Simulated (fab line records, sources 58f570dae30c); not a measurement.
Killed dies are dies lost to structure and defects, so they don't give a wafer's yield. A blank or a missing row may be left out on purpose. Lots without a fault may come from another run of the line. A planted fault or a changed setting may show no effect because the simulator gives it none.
A struck lot beside a sound one | flow berkeley_cmos170 | 14 steps out of a route of 331
Sound: wafers L138.1, L138.2, L138.5. Struck: wafers L148.1, L148.3, L148.5. The cause comes at the end.
At each step with rows: each side's tool, then ch and its chambers, then its first start. Under that, the readings that differ: sound wafers | struck wafers | difference of the means | sigmas: that difference in standard deviations of wafers without a fault.
alike: readings whose means differ by less than 2 such deviations, and words and numbers that are the same on both sides. not compared: withheld readings, readings that some wafer has no value for, bounds like >300 that may hide the same value, and numbers for which the record gives no deviation and whose values overlap.
The two part at a step that has a row with sigmas, a row that says differs or no value, or rows on one side only. Numbers that don't overlap but have no deviation are shown without sigmas and don't part them. A reading that every wafer of one side lacks parts them only if that side has two wafers or more.

UCB170_SDANNEAL_RTA_01: time 5 s.
  sound on rtp_anneal-02 ch 0, day 8 18:09; struck on rtp_anneal-02 ch 0, day 11 01:32
  alike: lamp_power_pct, wafer_temp_C_max
UCB170_SDANNEAL_RS_MEAS_02: measures by four-point-probe.
  sound on film_metro-03, day 8 18:15; struck on film_metro-02, day 11 01:35
  alike: PSD_RS
UCB170_SDANNEAL_RS_MEAS_03: measures by four-point-probe.
  sound on film_metro-03, day 8 18:22; struck on film_metro-02, day 11 01:43
  alike: NSD_RS
UCB170_SDANNEAL_RS_MEAS_04: measures by four-point-probe.
  sound on film_metro-03, day 8 18:29; struck on film_metro-02, day 11 01:50
  alike: PLDD_RS
UCB170_SDANNEAL_RS_MEAS_05: measures by four-point-probe.
  sound on film_metro-03, day 8 18:37; struck on film_metro-02, day 11 01:57
  alike: NLDD_RS
then, 1 step without rows for these wafers: UCB170_SILICIDE_PRE_CLEAN_00 (preclean etch time 60 s).
UCB170_SILICIDE_SPUTTER_01: material Ti, target thk 30 nm, time 25 s.
  sound on pvd_sputter-04, day 8 18:48; struck on pvd_sputter-02, day 11 02:08
  alike: throttle_valve_pct
UCB170_SILICIDE_RS_MEAS_02: measures by four-point-probe.
  sound on film_metro-01, day 8 18:50; struck on film_metro-04, day 11 02:10
  alike: SILICIDE_TI_RS
UCB170_SILICIDE_THK_MEAS_03: measures by xrf.
  sound on film_metro-01, day 8 18:57; struck on film_metro-04, day 11 02:17
  reading              | sound             | struck            | difference | sigmas
  SILICIDE_TI_THK (nm) | 29.97 30.47 30.01 | 29.28 29.52 29.56 | -0.70      | -2
UCB170_SILICIDE_RTA_04: time 15 s.
  sound on rtp_anneal-02 ch 0, day 8 19:01; struck on rtp_anneal-01 ch 0, day 11 02:20
  reading            | sound          | struck         | difference | sigmas
  lamp_power_pct (%) | 10.4 10.4 10.4 | 11.3 11.3 11.3 | +0.9       | +2
  alike: wafer_temp_C_max
then, 2 steps without rows for these wafers: UCB170_SILICIDE_WET_ETCH_05 (etches Ti in SPM, time 45 s); UCB170_CONTACT_CLEAN_00 (cleans in SPM, time 600 s).
UCB170_CONTACT_CVD_01: deposits PSG from SiH4/O2/PH3, target thk 700 nm, time 2820 s.
  sound on lpcvd-01 ch 1, day 8 20:29; struck on lpcvd-02 ch 0, day 11 03:32
  no value came back on the struck wafers for o2_flow_sccm (sccm), ph3_flow_sccm (sccm), pressure_mtorr (mTorr), spike_tc_load_C (C); on the sound wafers o2_flow_sccm (sccm) reads 89.73 90.28 90.06
UCB170_M3_PROBE_99:
  the record has rows for the sound wafers here (prober-02, day 9 18:28) and none for the struck ones

WHERE THEY PART
First at UCB170_SILICIDE_THK_MEAS_03; last, within this record, at UCB170_M3_PROBE_99.

WHY: what the simulator had put in
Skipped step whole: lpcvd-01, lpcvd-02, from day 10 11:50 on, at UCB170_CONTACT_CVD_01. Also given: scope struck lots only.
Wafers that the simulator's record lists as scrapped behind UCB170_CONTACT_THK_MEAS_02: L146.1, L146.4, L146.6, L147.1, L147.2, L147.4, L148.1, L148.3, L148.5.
